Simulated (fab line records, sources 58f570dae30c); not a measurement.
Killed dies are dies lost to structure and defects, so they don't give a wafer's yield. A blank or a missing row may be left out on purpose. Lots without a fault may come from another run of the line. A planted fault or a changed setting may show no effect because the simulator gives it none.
One fault seen from 2 desks | flow berkeley_cmos170 | each desk has only its own numbers; what lay behind them comes last

THE METROLOGY DESK
What the gauges read, lot by lot, whatever tool the lot ran on: means of the sampled wafers that have a number. A lot is out of limits, marked OUT, if its mean lies more than 4 standard deviations from the usual mean; the brackets give that distance.
Columns: A = cd_nm at UCB170_M2_CD_MEAS_15, usual 700.0 nm; B = M2_OVL at UCB170_M2_OVL_MEAS_16, usual 2 nm
lot  | first seen here | A     | B
L831 | day 8 00:43     | 702.8 | 11
L832 | day 8 12:12     | 699.0 | -2
L836 | day 9 04:11     | 700.4 | 12
L837 | day 9 05:31     | 700.3 | -3
L841 | day 9 17:52     | 699.1 | 6
L839 | day 9 18:35     | 698.2 | 6
L838 | day 9 18:49     | 700.2 | 2
L847 | day 10 22:22    | 700.3 | -5
L848 | day 11 18:45    | 700.1 | 2
L849 | day 11 19:45    | 701.3 | 7
L850 | day 11 19:52    | 701.2 | 8
L851 | day 12 06:42    | 702.8 | 7
L852 | day 12 08:09    | 700.6 | 1
L853 | day 12 09:16    | 699.3 | 0
This desk's finding: nothing out of limits on any of the 14 lots.

THE TOOL OWNER'S DESK: furnace-03
The tool's own readings at UCB170_M1_ANNEAL_14 (time 1200 s): means of the sampled wafers that have a number, for each lot that ran on this tool. A lot is out of limits, marked OUT, if its mean lies more than 4 standard deviations from the usual mean; the brackets give that distance.
Columns: A = spike_tc_centre_C at UCB170_M1_ANNEAL_14, usual 403.2 C; B = spike_tc_load_C at UCB170_M1_ANNEAL_14, usual 416.3 C; C = zone_power_centre_pct at UCB170_M1_ANNEAL_14, usual 20.61 %
lot  | first seen here | A     | B     | C
L831 | day 7 17:57     | 403.6 | 416.8 | 20.49
L832 | day 8 04:46     | 403.8 | 416.5 | 20.52
L836 | day 8 22:24     | 403.9 | 416.0 | 20.77
L837 | day 8 23:44     | 403.9 | 415.5 | 20.46
L841 | day 9 07:11     | 403.3 | 416.3 | 20.79
L847 | day 10 13:49    | 402.1 | 416.0 | 20.50
L848 | day 11 12:15    | 403.8 | 417.0 | 20.42
L849 | day 11 13:35    | 403.5 | 416.8 | 20.51
L850 | day 11 13:35    | 403.1 | 417.2 | 20.50
L851 | day 12 00:29    | 402.0 | 415.6 | 20.43
L852 | day 12 01:49    | 403.9 | 416.0 | 20.77
L853 | day 12 03:09    | 403.2 | 415.6 | 20.71
This desk's finding: nothing out of limits on any of the 12 lots.

PUT TOGETHER
The metrology desk saw nothing out of limits.
The tool owner's desk saw nothing out of limits.

WHAT THE SIMULATOR HAD PUT IN
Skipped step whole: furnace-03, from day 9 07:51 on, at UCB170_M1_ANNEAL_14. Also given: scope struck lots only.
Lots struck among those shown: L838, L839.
